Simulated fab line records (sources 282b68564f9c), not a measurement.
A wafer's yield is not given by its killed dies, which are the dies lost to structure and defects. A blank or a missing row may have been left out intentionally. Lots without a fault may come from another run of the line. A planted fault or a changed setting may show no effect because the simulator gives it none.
Problem report, 8D (eight disciplines) form, completed by code    flow rit_cmos    the parts of the form that need people (team, actions taken, sign-off) are left out

== 1. WHAT IS WRONG ==
Wafers free of any fault read 2363 (standard deviation 11) for PLDD_TW at RIT_PLDD_TW_MEAS_10, against a mean of 1683 on 6 wafers of 2 lots. Measured from the usual mean, that is -62 standard deviations.
Earliest sighting: wafer L974.1 on film_metro-02 at day 6 04:40. Wafers with a number at this step in the record: 42, from 14 lots. Rule for "out", or "out of limits": more than 4 standard deviations from the usual mean. All remaining wafers that have a number are taken as sound.

== 2. WHAT IT IS AND WHAT IT IS NOT ==
question                     is                            is not
which readings at this step  PLDD_TW                       -
which lots                   L974, L976                    L959, L960, L961, L962, L963, L964, L965, L966, L971, L977, L981, L982
which wafers of those lots   all that have a number        -
read on which gauges         film_metro-01, film_metro-02  -
when                         from day 6 04:40              up to then (27 sound wafers); but 9 sound wafers of L977, L981, L982 came after

== 3. THE SUSPECTS, EACH WITH WHAT RULES IT OUT ==
Counting: any tool at a process step up to the reading is kept as a suspect provided that every lot that is out went through it and no sound lot did after the first of them.
- the gauge at RIT_PLDD_TW_MEAS_10 has been ruled out. 2 gauges (film_metro-01, film_metro-02) read the wafers that are out.
- implanter-01 at RIT_PLDD_IMPLANT_08: kept. All lots that are out passed through it, beginning with L974 at day 6 04:20, and no sound lot followed; its final sound lot before that point was L965 at day 4 10:45. Its own dose_ions_cm2, faraday_current_uA readings are out on those wafers.
Remaining after the count: implanter-01 at RIT_PLDD_IMPLANT_08.

== 4. THE CAUSE (what the simulator had put in) ==
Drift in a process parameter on implanter-01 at RIT_PLDD_IMPLANT_08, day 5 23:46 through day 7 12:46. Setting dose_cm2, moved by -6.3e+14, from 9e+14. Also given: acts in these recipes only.
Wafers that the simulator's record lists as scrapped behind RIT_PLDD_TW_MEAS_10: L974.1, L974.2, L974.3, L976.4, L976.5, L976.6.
The count eliminated every tool but this one.

== 5. SEQUENCE OF EFFECTS, ordered by route ==
One row per reading whose mean, taken over the struck wafers that have a number, lies over 3 standard deviations from the usual. Scope: only readings with a usual standard deviation given in the record; hours: median across lots of the time from each lot's start at the first step in this table that gives one to its start at this step; sigmas: change in usual standard deviations.
hours  step                 reading                    usual         on struck wafers  change      sigmas
0      RIT_PLDD_IMPLANT_08  dose_ions_cm2              9.002e+14     2.704e+14         -6.298e+14  -99 or more
0      RIT_PLDD_IMPLANT_08  end_station_pressure_torr  7.2e-06 Torr  5.7e-06           -1.5e-06    -4.2
0      RIT_PLDD_IMPLANT_08  faraday_current_uA         2820          860               -1960       -34
0      RIT_PLDD_TW_MEAS_10  PLDD_TW                    2363          1683              -680        -62
It contains these process steps:
- RIT_PLDD_IMPLANT_08

== 6. WHAT WOULD HAVE CAUGHT IT SOONER ==
The first out-of-limits reading at a measuring or inspecting step in this record came at day 6 04:40, 5 hours after the fault's start at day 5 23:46.
At RIT_PLDD_IMPLANT_08, the tool's own readings (dose_ions_cm2, faraday_current_uA) were out on each struck wafer the step has a row for, so an alarm limit on them would have fired on the first such wafer.
L976, from the lots that are out (2), started RIT_PLDD_IMPLANT_08 on implanter-01 later than day 6 04:40. Putting the tool on hold at that point would have spared it.
